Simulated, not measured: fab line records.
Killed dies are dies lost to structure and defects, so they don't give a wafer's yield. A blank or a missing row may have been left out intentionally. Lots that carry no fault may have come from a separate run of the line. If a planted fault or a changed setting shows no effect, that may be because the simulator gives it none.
Which of the tools did it? + flow berkeley-cmos170 + Sampling: 15 lots, 45 wafers, 5 of 331 route steps

## WHAT THE GAUGES SHOWED, per wafer
UCB170_CONTACT_OVL_MEAS_16.
| lot  | measured     | on         | CONTACT_OVL (nm) |
|------|--------------|------------|------------------|
| L911 | day 7 15:52  | overlay-01 | 7 5 5            |
| L915 | day 8 14:07  | overlay-02 | 2 2 4            |
| L913 | day 8 14:23  | overlay-02 | 15 7 13          |
| L918 | day 8 20:32  | overlay-02 | -6 5 0           |
| L917 | day 8 23:10  | overlay-01 | 274 266 269      |
| L921 | day 9 22:34  | overlay-02 | 255 258 256      |
| L922 | day 10 11:26 | overlay-02 | 259 264 262      |
| L927 | day 10 11:43 | overlay-02 | 2 6 1            |
| L924 | day 10 14:16 | overlay-01 | 11 23 11         |
| L926 | day 10 14:30 | overlay-01 | -1 2 0           |
| L929 | day 11 03:49 | overlay-02 | 5 8 -1           |
| L930 | day 11 04:22 | overlay-01 | 7 10 9           |
| L931 | day 11 14:39 | overlay-01 | -4 -2 -5         |
| L932 | day 12 01:40 | overlay-01 | 7 0 9            |
| L933 | day 12 06:29 | overlay-02 | -4 -10 -5        |

UCB170_V1_OVL_MEAS_13.
| lot  | measured     | on         | V1_OVL (nm) |
|------|--------------|------------|-------------|
| L911 | day 8 04:39  | overlay-02 | 2 -5 5      |
| L915 | day 9 00:37  | overlay-01 | 1 -4 -3     |
| L913 | day 9 01:37  | overlay-02 | 6 3 8       |
| L918 | day 9 05:06  | overlay-02 | -5 -1 -3    |
| L917 | day 9 08:45  | overlay-01 | -14 -5 -11  |
| L921 | day 10 09:47 | overlay-01 | -2 -8 2     |
| L922 | day 10 22:45 | overlay-01 | 2 1 0       |
| L927 | day 10 22:38 | overlay-02 | 5 5 2       |
| L924 | day 10 23:19 | overlay-01 | 0 -14 5     |
| L926 | day 10 23:29 | overlay-02 | 7 -1 -4     |
| L929 | day 11 14:08 | overlay-01 | 3 6 -2      |
| L930 | day 11 14:16 | overlay-02 | -7 4 -6     |
| L931 | day 12 01:23 | overlay-02 | 8 9 13      |
| L932 | day 12 10:47 | overlay-01 | -2 -7 -5    |
| L933 | day 12 16:08 | overlay-01 | 6 5 -5      |

UCB170_V2_CD_MEAS_12: the cd target is 700 nm.
| lot  | measured     | on        | cd-nm (nm)        |
|------|--------------|-----------|-------------------|
| L911 | day 8 13:43  | cd-sem-01 | 700.1 700.2 698.4 |
| L915 | day 9 06:36  | cd-sem-01 | 701.0 701.6 700.3 |
| L913 | day 9 08:13  | cd-sem-01 | 701.2 701.3 700.8 |
| L918 | day 9 10:50  | cd-sem-01 | 700.8 699.6 699.8 |
| L917 | day 9 17:10  | cd-sem-02 | 700.2 699.2 699.5 |
| L921 | day 10 15:14 | cd-sem-01 | 703.3 702.1 702.3 |
| L922 | day 11 05:53 | cd-sem-02 | 702.2 699.8 700.3 |
| L927 | day 11 05:10 | cd-sem-02 | 701.5 701.0 701.5 |
| L924 | day 11 06:39 | cd-sem-02 | 700.6 700.7 700.6 |
| L926 | day 11 22:17 | cd-sem-02 | 696.9 698.0 695.5 |
| L929 | day 11 22:34 | cd-sem-01 | 699.0 697.2 698.4 |
| L930 | day 11 22:44 | cd-sem-02 | 699.0 697.4 699.4 |
| L931 | day 12 06:57 | cd-sem-01 | 701.8 701.2 700.8 |
| L932 | day 12 17:53 | cd-sem-02 | 699.5 698.0 699.1 |
| L933 | day 12 23:40 | cd-sem-01 | 699.8 700.6 699.1 |

UCB170_V2_OVL_MEAS_13.
| lot  | measured     | on         | V2_OVL (nm) |
|------|--------------|------------|-------------|
| L911 | day 8 13:49  | overlay-02 | -1 -6 1     |
| L915 | day 9 06:43  | overlay-02 | 7 -1 1      |
| L913 | day 9 08:20  | overlay-02 | -4 -5 -4    |
| L918 | day 9 10:56  | overlay-01 | -8 -4 -8    |
| L917 | day 9 17:17  | overlay-01 | 10 11 11    |
| L921 | day 10 15:21 | overlay-01 | 0 -1 4      |
| L922 | day 11 06:01 | overlay-01 | 5 0 9       |
| L927 | day 11 05:17 | overlay-02 | 4 5 11      |
| L924 | day 11 06:44 | overlay-01 | 10 2 1      |
| L926 | day 11 22:25 | overlay-01 | -4 6 7      |
| L929 | day 11 22:41 | overlay-02 | 2 0 3       |
| L930 | day 11 22:50 | overlay-02 | -7 2 -5     |
| L931 | day 12 07:04 | overlay-02 | 10 9 9      |
| L932 | day 12 18:00 | overlay-01 | 2 4 4       |
| L933 | day 12 23:47 | overlay-02 | 7 1 -7      |

## WHICH TOOL RAN EACH LOT (tool, then ch and the chambers of the sampled wafers, then the start)
| lot  | UCB170_CONTACT_EXPOSE_12          |
|------|-----------------------------------|
| L911 | krf-scanner-01 ch 0, day 7 14:57  |
| L915 | krf-scanner-01 ch 0, day 8 12:57  |
| L913 | krf-scanner-02 ch 0, day 8 13:50  |
| L918 | krf-scanner-02 ch 0, day 8 20:02  |
| L917 | krf-scanner-01 ch 0, day 8 22:28  |
| L921 | krf-scanner-01 ch 0, day 9 21:53  |
| L922 | krf-scanner-01 ch 0, day 10 10:52 |
| L927 | krf-scanner-02 ch 0, day 10 11:07 |
| L924 | krf-scanner-02 ch 0, day 10 13:07 |
| L926 | krf-scanner-02 ch 0, day 10 13:29 |
| L929 | krf-scanner-02 ch 0, day 11 02:30 |
| L930 | krf-scanner-02 ch 0, day 11 03:10 |
| L931 | krf-scanner-02 ch 0, day 11 14:08 |
| L932 | krf-scanner-02 ch 0, day 12 01:10 |
| L933 | krf-scanner-02 ch 0, day 12 05:40 |
- UCB170_CONTACT_EXPOSE_12: exposes mask CONT, target cd 700 nm.

## WHAT THE TOOLS THEMSELVES READ (means of the sampled wafers that have a number; where no wafer has one, the mark that the record gives instead)
The record holds no such reading with a usual standard deviation.

## THE ANSWER, worked out from the rows above alone
Rule: usual is defined by the lots themselves. The widest of any qualifying gaps counts: lots, ordered by their means at a reading, are off when they make up no more than a third of the lots, leave a main group of 4 or more, and stand apart from it by 3 or more times the standard deviation of that group's means. The tables above print the reading to a certain number of digits; a main group whose means all agree to those digits is not used. A lot without any number at a reading at which 4 lots or more have one is off too. Where the step has rows for the other lots, those lots are counted as sound. The gauges are gone through in route order, then the tools' own readings, and for those a lot's mean is taken as printed above. The first step at which some lot is off is used, and at that step the reading that is off furthest; a lot without a number counts as furthest.
Off: L917, L921, L922, seen at UCB170_CONTACT_OVL_MEAS_16 (CONTACT_OVL). Main group: mean 4 nm, sd 5.8.
A tool fits if, at a process step before that reading, it ran every lot that is off, and no sound lot after the first of them. The gauges at UCB170_CONTACT_OVL_MEAS_16 are tried like those tools. One candidate fits, namely krf-scanner-01 at UCB170_CONTACT_EXPOSE_12. Its last sound lot is L915 (day 8 12:57), its first lot that is off L917 (day 8 22:28): a fault that began between those two fits.

## WHAT THE SIMULATOR PUT IN
Scanner matching overlay: krf-scanner-01, from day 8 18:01 on, at UCB170_CONTACT_EXPOSE_12. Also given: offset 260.
Lots struck among those shown: L917, L921, L922. The rule given above showed the same thing.
